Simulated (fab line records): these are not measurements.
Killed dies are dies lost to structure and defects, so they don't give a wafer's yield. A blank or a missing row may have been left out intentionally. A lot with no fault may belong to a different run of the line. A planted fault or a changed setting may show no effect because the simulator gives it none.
One fault through the eyes of 2 desks -- flow ritCmos -- what lay behind the numbers comes last; until then each desk has only its own

== THE METROLOGY DESK ==
What the gauges read for every lot (on any tool): the sampled wafers with a number, averaged. A lot is out of limits, marked OUT, if its mean lies more than 4 standard deviations from the usual mean; the brackets give that distance.
Columns: A = CONTACT_OVL at RIT_CONTACT_OVL_MEAS_09, usual -0.7 nm
lot,first seen here,A
L719,day 3 16:05,-2.0
L720,day 3 20:30,-1.5
L721,day 4 04:25,-3.7
L723,day 4 12:04,-1.7
L724,day 4 14:53,0.4
L726,day 5 01:39,-1.4
L728,day 5 08:34,-0.4
L730,day 5 20:16,-0.1
L732,day 6 02:41,0.5
L733,day 6 13:09,-0.4
L736,day 7 03:43,-1.9
L737,day 7 06:22,-149.9 (-99 or more) OUT
L738,day 7 13:49,-150.9 (-99 or more) OUT
L739,day 7 19:02,-149.0 (-99) OUT
L741,day 8 04:04,0.0
Finding of this desk: L737, L738, L739 out of limits, first seen on L737 at day 7 06:22 (CONTACT_OVL at RIT_CONTACT_OVL_MEAS_09). L719, L720, L721, L723, L724, L726, L728, L730, L732, L733, L736, L741 stayed within limits.

== TOOL OWNER'S DESK, ilineStepper-01 ==
The tool's own readings at RIT_CONTACT_EXPOSE_05 (exposes mask M11, target cd 1000 nm): means of the sampled wafers that have a number, for each lot that ran on this tool. A lot is out of limits, marked OUT, if its mean lies more than 4 standard deviations from the usual mean; the brackets give that distance.
Columns: A = exposureDoseMJCm2 at RIT_CONTACT_EXPOSE_05, usual 249.90; B = focusOffsetNm at RIT_CONTACT_EXPOSE_05, usual 0.1 nm
lot,first seen here,A,B
L719,day 3 15:28,250.24,0.1
L721,day 4 03:47,249.99,1.1
L723,day 4 11:26,249.84,0.7
L733,day 6 12:32,249.55,-0.0
L736,day 7 03:05,249.82,-0.4
L737,day 7 05:46,249.58,-0.3
L738,day 7 13:13,250.11,0.2
L739,day 7 18:23,249.83,-0.6
This desk's verdict: no lot among the 8 shows anything out of limits.

== TAKEN TOGETHER ==
An alarm was possible from the metrology desk at day 7 06:22, on L737, L738, L739.
The desk of the tool owner found nothing out of limits.
Tool owner's desk: L737, L738, L739 on record, inside its limits.
All the named lots went through RIT_CONTACT_EXPOSE_05 on ilineStepper-01.

== WHAT THE SIMULATOR HAD PUT IN ==
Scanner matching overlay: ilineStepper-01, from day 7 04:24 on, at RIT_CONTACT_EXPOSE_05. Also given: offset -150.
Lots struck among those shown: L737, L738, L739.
Delay in hours, fault start to first out-of-limits reading, per desk: metrology desk 2.
